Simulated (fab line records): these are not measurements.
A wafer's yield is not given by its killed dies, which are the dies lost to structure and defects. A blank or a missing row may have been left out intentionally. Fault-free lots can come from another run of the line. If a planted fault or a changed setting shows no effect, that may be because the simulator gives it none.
fab line records	flow ritCmos
record: lots: 5	wafers: 23
route steps=202 shown NLDD@111 SPACER@128 SDANNEAL@153 SILICIDE@162 M1@184
startH: hours from the record's opening day to when the first of the lot's shown wafers began	waitH: time in hours since the lot's previous step	" the same as in the row above	L1.1+2: several wafers, shown together as one row	- no value, or no start was given	* or withheld: withheld	< > ~ a bound
route shown NAME@n: names a module that has steps shown in the file, with the first one's number in the route	usual: mean/standard deviation of fault-free wafers	same: alike in all rows	chamber/n: place in a boat	sites: the reading at each site	_std_site: how widely they spread, as a standard deviation	_edge_site: mean of outer sites minus mean of inner sites	radiusMm: for every site, how far away it sits from the centre of the wafer	mask NAME#n: copy n	behind: the tool/chamber that last shaped the wafer	hold: what put the lot on hold/how long, in hours/how the hold closed	device: which transistor (n, p or np) failed to switch	end of line: tests of these same wafers at the route's end	a step given without rows: its recipe and nothing more	killed: count of dies lost to structure and defects at first sort (not the wafer's yield)	map: per-die view of a wafer (x killed, . not killed, _ where there is no die)
set.NAME: setting as actually run; set.NAME@STEP: the setting as run at that earlier step	model.NAME: the simulator's own value behind a step, which no gauge read
lots run with intentionally changed settings; tables by step, rows by wafer
== steps ==
step: RIT_NLDD_IMPLANT_08
recipe: species: P	energyKev: 20	doseCm2: 5e+14	tiltDeg: 7
lot.wafer	tool	chamber	startH	waitH	set.doseCm2
L075.1+5	implanter-04	0	56.02	0.1	5.315e+14
L075.2+3+6	"	0	"	"	5e+14
L076.1+5	implanter-01	0	63.12	0.1	5e+14
L076.3+4+6	"	0	"	"	5.293e+14
L078.1+2+3+5+6	implanter-04	0	69.41	0.1	5e+14
L079.1+4+5	implanter-03	0	75.35	0.1	5e+14
L084.1+6	implanter-01	0	97.99	0.1	5e+14
L084.2+3+4	"	0	"	"	5.256e+14
step: RIT_NLDD_STRIP_09
recipe: chemistry: O2	timeS: 180	resist: NOVOLAK	platenTempC: withheld	powerW: 500	pressureMtorr: 4000	o2FlowSccm: 4000
step: RIT_NLDD_TW_MEAS_10
usual: NLDD_TW: 2489/18
lot.wafer	tool	chamber	startH	waitH	set.doseCm2@NLDD_IMPLANT_08	NLDD_TW
L075.1	filmMetro-02	-	56.34	0.1	5.315e+14	2543
L075.2	"	-	"	"	5e+14	2498
L075.3	"	-	"	"	5e+14	2502
L075.5	"	-	"	"	5.315e+14	2547
L075.6	"	-	"	"	5e+14	2508
L076.1	filmMetro-03	-	63.44	0.1	5e+14	2474
L076.3	"	-	"	"	5.293e+14	2513
L076.4	"	-	"	"	5.293e+14	2510
L076.5	"	-	"	"	5e+14	2475
L076.6	"	-	"	"	5.293e+14	2512
L078.1	filmMetro-03	-	69.73	0.1	5e+14	2487
L078.2	"	-	"	"	5e+14	2480
L078.3	"	-	"	"	5e+14	2487
L078.5	"	-	"	"	5e+14	2476
L078.6	"	-	"	"	5e+14	2482
L079.1	filmMetro-02	-	75.67	0.1	5e+14	2503
L079.4	"	-	"	"	5e+14	2513
L079.5	"	-	"	"	5e+14	2505
L084.1	filmMetro-04	-	98.31	0.1	5e+14	2471
L084.2	"	-	"	"	5.256e+14	2498
L084.3	"	-	"	"	5.256e+14	2506
L084.4	"	-	"	"	5.256e+14	2513
L084.6	"	-	"	"	5e+14	2481
step: RIT_SPACER_CVD_03
recipe: material: Si3N4	targetThkNm: 250	tempC: 810	precursor: SiH2Cl2/NH3	timeS: 3300	pressureMtorr: 300	sih2cl2FlowSccm: 60	nh3FlowSccm: 150
lot.wafer	tool	chamber	startH	waitH	set.tempC	model.Si3N4_of_SPACER_CVD_03.thkNm
L075.1	-	-	-	0.0	819.4	295.8
L075.2	"	-	"	"	819.4	295.1
L075.3	"	-	"	"	819.4	295.6
L075.5	"	-	"	"	819.4	297.1
L075.6	"	-	"	"	819.4	296.7
L076.1	-	-	-	0.1	819.8	290.8
L076.3	"	-	"	"	819.8	292.5
L076.4	"	-	"	"	819.8	293
L076.5	"	-	"	"	819.8	290
L076.6	"	-	"	"	819.8	291.8
L078.1	-	-	-	0.2	802.9	220.6
L078.2	"	-	"	"	802.9	220.7
L078.3	"	-	"	"	802.9	220.5
L078.5	"	-	"	"	802.9	219.6
L078.6	"	-	"	"	802.9	221.7
L079.1	lpcvd-02	0	77.84	0.0	810	248
L079.4	"	0	"	"	810	248.7
L079.5	"	0	"	"	810	248.1
L084.1	-	-	-	0.5	810	248.5
L084.2	"	-	"	"	810	248.8
L084.3	"	-	"	"	810	250.1
L084.4	"	-	"	"	810	248.3
L084.6	"	-	"	"	810	251
step: RIT_SPACER_THK_MEAS_04
recipe: reads: Si3N4_of_SPACER_CVD_03
usual: SPACER_NITRIDE_THK: 248.8/1.9
lot.wafer	tool	chamber	startH	waitH	set.tempC@SPACER_CVD_03	SPACER_NITRIDE_THK[nm]
L075.1	filmMetro-03	-	-	-	819.4	295.8
L075.2	"	-	"	"	819.4	295.2
L075.3	"	-	"	"	819.4	295.7
L075.5	"	-	"	"	819.4	297.3
L075.6	"	-	"	"	819.4	296.7
L076.1	filmMetro-03	-	-	-	819.8	290.9
L076.3	"	-	"	"	819.8	292.4
L076.4	"	-	"	"	819.8	292.9
L076.5	"	-	"	"	819.8	289.6
L076.6	"	-	"	"	819.8	291.7
L078.1	filmMetro-04	-	-	-	802.9	220.6
L078.2	"	-	"	"	802.9	220.8
L078.3	"	-	"	"	802.9	220.3
L078.5	"	-	"	"	802.9	219.7
L078.6	"	-	"	"	802.9	221.6
L079.1	filmMetro-04	-	79.75	0.0	810	248.0
L079.4	"	-	"	"	810	248.7
L079.5	"	-	"	"	810	248.2
L084.1	filmMetro-01	-	-	-	810	248.5
L084.2	"	-	"	"	810	248.9
L084.3	"	-	"	"	810	250.3
L084.4	"	-	"	"	810	248.3
L084.6	"	-	"	"	810	251.0
step: RIT_SPACER_ETCHBACK_05
recipe: targetDepthA: 2500	SF6_flow_sccm: 30	CHF3_flow_sccm: 30	target: Si3N4	chemistry: SF6/CHF3	pressureMtorr: 40	rfW: 250	timeS: 240	stopOn: SiO2
usual: oesProductAu: 0.840/0.011
lot.wafer	tool	chamber	startH	waitH	set.rfW	set.tempC@SPACER_CVD_03	oesProductAu	model.etch.depthNm	model.Si3N4_of_SPACER_CVD_03.thkNm
L075.1	rieDiel-02	1	60.40	0.1	250	819.4	0.950	295.8	231.9
L075.2	"	0	"	"	226.6	819.4	0.945	295.1	231.5
L075.3	"	2	"	"	250	819.4	0.954	295.6	231.8
L075.5	"	0	"	"	226.6	819.4	0.956	297.1	232.3
L075.6	"	1	"	"	250	819.4	0.951	296.7	232.5
L076.1	rieDiel-03	3	67.38	0.1	250	819.8	0.945	290.8	229.4
L076.3	"	1	"	"	250	819.8	0.932	292.5	229.4
L076.4	"	0	"	"	270.9	819.8	0.978	-	227.9
L076.5	"	1	"	"	250	819.8	0.931	290	227.3
L076.6	"	2	"	"	270.9	819.8	0.916	-	224.8
L078.1	rieDiel-04	1	73.97	0.1	258.8	802.9	0.781	220.6	172.8
L078.2	"	3	"	"	250	802.9	0.773	-	174.6
L078.3	"	2	"	"	258.8	802.9	0.788	220.5	172.2
L078.5	"	0	"	"	250	802.9	0.779	-	172.9
L078.6	"	3	"	"	258.8	802.9	0.783	-	174.2
L079.1	rieDiel-02	3	79.81	0.1	250	810	0.841	248	192.7
L079.4	"	1	"	"	250	810	0.836	248.7	194.9
L079.5	"	2	"	"	250	810	0.840	248.1	195.2
L084.1	rieDiel-04	2	102.72	0.1	233.6	810	0.857	-	197.4
L084.2	"	0	"	"	250	810	0.850	-	195.9
L084.3	"	1	"	"	250	810	0.849	250.1	196.2
L084.4	"	3	"	"	233.6	810	0.839	248.3	197.1
L084.6	"	3	"	"	250	810	0.847	251	197.5
step: RIT_SDANNEAL_CLEAN_00
recipe: chemistry: SC1	mix: 3:3:50	timeS: 600	tempC: 75
lot.wafer	tool	chamber	startH	waitH	set.timeS
L075.1+2+3+5+6	-	-	-	0.1	562
L076.1+3+4+5+6	-	-	-	0.1	600
L078.1+2+3+5+6	-	-	-	0.1	560.5
L079.1+4+5	wetBench-02	1	82.93	0.1	600
L084.1+2+3+4+6	-	-	-	0.1	641.4
step: RIT_SDANNEAL_CLEAN_01
recipe: chemistry: dHF	dilution: 50:1	timeS: 30
step: RIT_SDANNEAL_CLEAN_02
recipe: chemistry: SC2	mix: 3:3:50	timeS: 600	tempC: 75	dry: n2Spin
step: RIT_SDANNEAL_RS_MEAS_07
recipe: thkMeasGauge: four-point-probe
usual: NLDD_RS: 151.8/0.5
lot.wafer	tool	chamber	startH	waitH	set.doseCm2@NLDD_IMPLANT_08	NLDD_RS[ohm/sq]
L075.1	filmMetro-03	-	64.35	0.1	5.315e+14	144.4
L075.2	"	-	"	"	5e+14	151.7
L075.3	"	-	"	"	5e+14	151.4
L075.5	"	-	"	"	5.315e+14	144.8
L075.6	"	-	"	"	5e+14	151.8
L076.1	filmMetro-03	-	71.71	0.1	5e+14	152.4
L076.3	"	-	"	"	5.293e+14	144.6
L076.4	"	-	"	"	5.293e+14	145.2
L076.5	"	-	"	"	5e+14	151.9
L076.6	"	-	"	"	5.293e+14	145.3
L078.1	filmMetro-03	-	78.04	0.1	5e+14	151.5
L078.2	"	-	"	"	5e+14	151.0
L078.3	"	-	"	"	5e+14	151.3
L078.5	"	-	"	"	5e+14	151.5
L078.6	"	-	"	"	5e+14	151.1
L079.1	filmMetro-04	-	83.72	0.1	5e+14	151.6
L079.4	"	-	"	"	5e+14	151.9
L079.5	"	-	"	"	5e+14	151.7
L084.1	filmMetro-03	-	106.80	0.1	5e+14	151.7
L084.2	"	-	"	"	5.256e+14	145.3
L084.3	"	-	"	"	5.256e+14	145.8
L084.4	"	-	"	"	5.256e+14	145.2
L084.6	"	-	"	"	5e+14	150.9
step: RIT_SILICIDE_SPUTTER_01
recipe: material: Ti	targetThkNm: 30	powerW: 350	chamberPressurePa: 0.667	gas: Ar	timeS: 240	substrateTempC: 25
lot.wafer	tool	chamber	startH	waitH	set.timeS	model.Ti_of_SILICIDE_SPUTTER_01.thkNm
L075.1	pvdSputter-03	-	64.48	0.0	240	29.96
L075.2	"	-	"	"	240	29.71
L075.3	"	-	"	"	204.1	25.38
L075.5	"	-	"	"	204.1	25.16
L075.6	"	-	"	"	204.1	25.24
L076.1	pvdSputter-04	-	71.84	0.0	275	34.76
L076.3	"	-	"	"	240	30.06
L076.4	"	-	"	"	240	29.93
L076.5	"	-	"	"	240	30
L076.6	"	-	"	"	275	34.79
L078.1	pvdSputter-03	-	78.17	0.0	240	29.57
L078.2	"	-	"	"	267.2	33.22
L078.3	"	-	"	"	267.2	33.68
L078.5	"	-	"	"	267.2	33.15
L078.6	"	-	"	"	240	29.79
L079.1	pvdSputter-01	-	83.85	0.0	240	29.96
L079.4	"	-	"	"	240	29.59
L079.5	"	-	"	"	240	30.39
L084.1	pvdSputter-03	-	106.93	0.0	240	29.99
L084.2	"	-	"	"	255.7	31.17
L084.3	"	-	"	"	255.7	31.64
L084.4	"	-	"	"	240	29.73
L084.6	"	-	"	"	240	29.8
step: RIT_SILICIDE_RS_MEAS_02
recipe: thkMeasGauge: four-point-probe	reads: Ti_of_SILICIDE_SPUTTER_01
usual: SILICIDE_TI_RS: 48.1/0.72
lot.wafer	tool	chamber	startH	waitH	set.timeS@SILICIDE_SPUTTER_01	SILICIDE_TI_RS[ohm/sq]
L075.1	filmMetro-01	-	64.63	0.1	240	48.1
L075.2	"	-	"	"	240	48.6
L075.3	"	-	"	"	204.1	59.2
L075.5	"	-	"	"	204.1	60.0
L075.6	"	-	"	"	204.1	59.7
L076.1	filmMetro-01	-	71.99	0.1	275	39.9
L076.3	"	-	"	"	240	47.8
L076.4	"	-	"	"	240	48.1
L076.5	"	-	"	"	240	48.0
L076.6	"	-	"	"	275	39.9
L078.1	filmMetro-04	-	78.32	0.1	240	48.8
L078.2	"	-	"	"	267.2	42.2
L078.3	"	-	"	"	267.2	41.5
L078.5	"	-	"	"	267.2	42.4
L078.6	"	-	"	"	240	48.3
L079.1	filmMetro-02	-	84.00	0.1	240	48.0
L079.4	"	-	"	"	240	48.8
L079.5	"	-	"	"	240	47.2
L084.1	filmMetro-01	-	107.08	0.1	240	47.9
L084.2	"	-	"	"	255.7	45.7
L084.3	"	-	"	"	255.7	44.9
L084.4	"	-	"	"	240	48.7
L084.6	"	-	"	"	240	48.4
step: RIT_SILICIDE_THK_MEAS_03
recipe: thkMeasGauge: xrf	reads: Ti_of_SILICIDE_SPUTTER_01
usual: SILICIDE_TI_THK: 29.9/0.38
lot.wafer	tool	chamber	startH	waitH	set.timeS@SILICIDE_SPUTTER_01	SILICIDE_TI_THK[nm]
L075.1	filmMetro-01	-	64.75	0.1	240	30.0
L075.2	"	-	"	"	240	29.7
L075.3	"	-	"	"	204.1	25.3
L075.5	"	-	"	"	204.1	25.2
L075.6	"	-	"	"	204.1	25.1
L076.1	filmMetro-01	-	72.11	0.1	275	34.8
L076.3	"	-	"	"	240	30.1
L076.4	"	-	"	"	240	30.1
L076.5	"	-	"	"	240	30.1
L076.6	"	-	"	"	275	34.9
L078.1	filmMetro-04	-	78.44	0.1	240	29.7
L078.2	"	-	"	"	267.2	33.4
L078.3	"	-	"	"	267.2	33.8
L078.5	"	-	"	"	267.2	33.3
L078.6	"	-	"	"	240	30.0
L079.1	filmMetro-02	-	84.12	0.1	240	29.9
L079.4	"	-	"	"	240	29.6
L079.5	"	-	"	"	240	30.3
L084.1	filmMetro-01	-	107.20	0.1	240	30.0
L084.2	"	-	"	"	255.7	31.1
L084.3	"	-	"	"	255.7	31.7
L084.4	"	-	"	"	240	29.8
L084.6	"	-	"	"	240	29.8
step: RIT_M1_SPUTTER_00
recipe: material: Al	targetThkNm: 400	powerW: 2000	chamberPressurePa: 0.4	gas: Ar	timeS: 500	substrateTempC: 25
lot.wafer	tool	chamber	startH	waitH	set.timeS	model.Al_of_M1_SPUTTER_00.thkNm
L075.1	pvdSputter-02	-	67.28	0.0	522.3	420.2
L075.2	"	-	"	"	500	394
L075.3	"	-	"	"	500	402.9
L075.5	"	-	"	"	500	390.9
L075.6	"	-	"	"	522.3	421.2
L076.1	pvdSputter-01	-	74.76	0.0	500	402.9
L076.3	"	-	"	"	500	396.6
L076.4	"	-	"	"	426.2	335.7
L076.5	"	-	"	"	500	401.1
L076.6	"	-	"	"	426.2	339.1
L078.1	pvdSputter-04	-	81.08	0.0	500	402.7
L078.2	"	-	"	"	436.4	352.2
L078.3	"	-	"	"	500	405.9
L078.5	"	-	"	"	436.4	352.4
L078.6	"	-	"	"	436.4	357.1
L079.1	pvdSputter-02	-	86.72	0.0	500	406.8
L079.4	"	-	"	"	500	403.4
L079.5	"	-	"	"	500	395.1
L084.1	pvdSputter-04	-	109.66	0.0	428.4	345.6
L084.2	"	-	"	"	428.4	338.6
L084.3	"	-	"	"	500	395.3
L084.4	"	-	"	"	500	398.6
L084.6	"	-	"	"	500	401.7
step: RIT_M1_RS_MEAS_01
recipe: thkMeasGauge: four-point-probe	reads: Al_of_M1_SPUTTER_00
usual: M1_AL_RS: 0.0730/0.00088
lot.wafer	tool	chamber	startH	waitH	set.timeS@M1_SPUTTER_00	M1_AL_RS[ohm/sq]
L075.1	filmMetro-02	-	67.57	0.1	522.3	0.0699
L075.2	"	-	"	"	500	0.0747
L075.3	"	-	"	"	500	0.0730
L075.5	"	-	"	"	500	0.0754
L075.6	"	-	"	"	522.3	0.0698
L076.1	filmMetro-02	-	75.06	0.1	500	0.0730
L076.3	"	-	"	"	500	0.0743
L076.4	"	-	"	"	426.2	0.0879
L076.5	"	-	"	"	500	0.0733
L076.6	"	-	"	"	426.2	0.0870
L078.1	filmMetro-02	-	81.38	0.1	500	0.0730
L078.2	"	-	"	"	436.4	0.0836
L078.3	"	-	"	"	500	0.0724
L078.5	"	-	"	"	436.4	0.0835
L078.6	"	-	"	"	436.4	0.0824
L079.1	filmMetro-04	-	87.02	0.1	500	0.0723
L079.4	"	-	"	"	500	0.0728
L079.5	"	-	"	"	500	0.0745
L084.1	filmMetro-02	-	109.96	0.1	428.4	0.0855
L084.2	"	-	"	"	428.4	0.0872
L084.3	"	-	"	"	500	0.0743
L084.4	"	-	"	"	500	0.0738
L084.6	"	-	"	"	500	0.0731
step: RIT_M1_THK_MEAS_02
recipe: thkMeasGauge: xrf	reads: Al_of_M1_SPUTTER_00
usual: M1_AL_THK: 414/5.2
lot.wafer	tool	chamber	startH	waitH	set.timeS@M1_SPUTTER_00	M1_AL_THK[nm]
L075.1	filmMetro-02	-	67.69	0.1	522.3	431
L075.2	"	-	"	"	500	403
L075.3	"	-	"	"	500	411
L075.5	"	-	"	"	500	401
L075.6	"	-	"	"	522.3	433
L076.1	filmMetro-02	-	75.18	0.1	500	417
L076.3	"	-	"	"	500	408
L076.4	"	-	"	"	426.2	345
L076.5	"	-	"	"	500	411
L076.6	"	-	"	"	426.2	349
L078.1	filmMetro-02	-	81.50	0.1	500	413
L078.2	"	-	"	"	436.4	362
L078.3	"	-	"	"	500	417
L078.5	"	-	"	"	436.4	362
L078.6	"	-	"	"	436.4	369
L079.1	filmMetro-04	-	87.14	0.1	500	421
L079.4	"	-	"	"	500	419
L079.5	"	-	"	"	500	409
L084.1	filmMetro-02	-	110.08	0.1	428.4	353
L084.2	"	-	"	"	428.4	346
L084.3	"	-	"	"	500	402
L084.4	"	-	"	"	500	407
L084.6	"	-	"	"	500	411
step: RIT_M1_METAL_ETCH_12
recipe: stopOn: SiO2	chemistry: Cl2/BCl3	target: Al	timeS: 165	overEtchFrac: 0.5	pressureMtorr: 100	targetDepthA: 6000	rfW: 250	Cl2_flow_sccm: 60	bcl3FlowSccm: 50
usual: oesProductAu: 0.779/0.016
lot.wafer	tool	chamber	startH	waitH	set.overEtchFrac	set.timeS@M1_SPUTTER_00	oesProductAu
L075.1	rieMetal-04	1	69.04	0.2	0.3973	522.3	0.830
L075.2	"	0	"	"	0.5	500	0.764
L075.3	"	0	"	"	0.3973	500	0.802
L075.5	"	0	"	"	0.3973	500	0.785
L075.6	"	1	"	"	0.5	522.3	0.796
L076.1	rieMetal-01	1	76.59	0.2	0.5	500	0.754
L076.3	"	0	"	"	0.5	500	0.790
L076.4	"	1	"	"	0.5	426.2	0.685
L076.5	"	0	"	"	0.4194	500	0.824
L076.6	"	1	"	"	0.4194	426.2	0.721
L078.1	rieMetal-04	0	83.11	0.2	0.6181	500	0.732
L078.2	"	1	"	"	0.6181	436.4	0.684
L078.3	"	0	"	"	0.5	500	0.776
L078.5	"	1	"	"	0.5	436.4	0.719
L078.6	"	0	"	"	0.6181	436.4	0.686
L079.1	rieMetal-02	0	88.48	0.2	0.5	500	0.791
L079.4	"	1	"	"	0.5	500	0.787
L079.5	"	1	"	"	0.5	500	0.780
L084.1	rieMetal-04	0	111.55	0.2	0.5	428.4	0.707
L084.2	"	1	"	"	0.4077	428.4	0.733
L084.3	"	0	"	"	0.4077	500	0.795
L084.4	"	1	"	"	0.5	500	0.771
L084.6	"	0	"	"	0.4077	500	0.801
== key ==
split: step: RIT_NLDD_IMPLANT_08	setting: doseCm2	stated: 5e+14	by: wafer
response: step: RIT_NLDD_TW_MEAS_10	reading: NLDD_TW	change: +6.34	per: 1%	r: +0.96
response: step: RIT_SDANNEAL_RS_MEAS_07	reading: NLDD_RS	change: -1.16	per: 1%	r: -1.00
split: step: RIT_SPACER_CVD_03	setting: tempC	stated: 810	by: lot
response: step: RIT_SPACER_CVD_03	reading: model.Si3N4_of_SPACER_CVD_03.thkNm	change: +35.9	per: 1%	r: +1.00
response: step: RIT_SPACER_THK_MEAS_04	reading: SPACER_NITRIDE_THK	change: +35.9	per: 1%	r: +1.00
response: step: RIT_SPACER_ETCHBACK_05	reading: oesProductAu	change: +0.0811	per: 1%	r: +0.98
response: step: RIT_SPACER_ETCHBACK_05	reading: model.etch.depthNm	change: +36.7	per: 1%	r: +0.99
response: step: RIT_SPACER_ETCHBACK_05	reading: model.Si3N4_of_SPACER_CVD_03.thkNm	change: +27.6	per: 1%	r: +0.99
split: step: RIT_SPACER_ETCHBACK_05	setting: rfW	stated: 250	by: wafer
response none clear
split: step: RIT_SDANNEAL_CLEAN_00	setting: timeS	stated: 600	by: lot
response none clear
split: step: RIT_SILICIDE_SPUTTER_01	setting: timeS	stated: 240	by: wafer
response: step: RIT_SILICIDE_SPUTTER_01	reading: model.Ti_of_SILICIDE_SPUTTER_01.thkNm	change: +0.313	per: 1%	r: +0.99
response: step: RIT_SILICIDE_RS_MEAS_02	reading: SILICIDE_TI_RS	change: -0.626	per: 1%	r: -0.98
response: step: RIT_SILICIDE_THK_MEAS_03	reading: SILICIDE_TI_THK	change: +0.313	per: 1%	r: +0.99
split: step: RIT_M1_SPUTTER_00	setting: timeS	stated: 500	by: wafer
response: step: RIT_M1_SPUTTER_00	reading: model.Al_of_M1_SPUTTER_00.thkNm	change: +4.12	per: 1%	r: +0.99
response: step: RIT_M1_RS_MEAS_01	reading: M1_AL_RS	change: -0.000891	per: 1%	r: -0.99
response: step: RIT_M1_THK_MEAS_02	reading: M1_AL_THK	change: +4.19	per: 1%	r: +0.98
response: step: RIT_M1_METAL_ETCH_12	reading: oesProductAu	change: +0.00516	per: 1%	r: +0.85
split: step: RIT_M1_METAL_ETCH_12	setting: overEtchFrac	stated: 0.5	by: wafer
response none clear
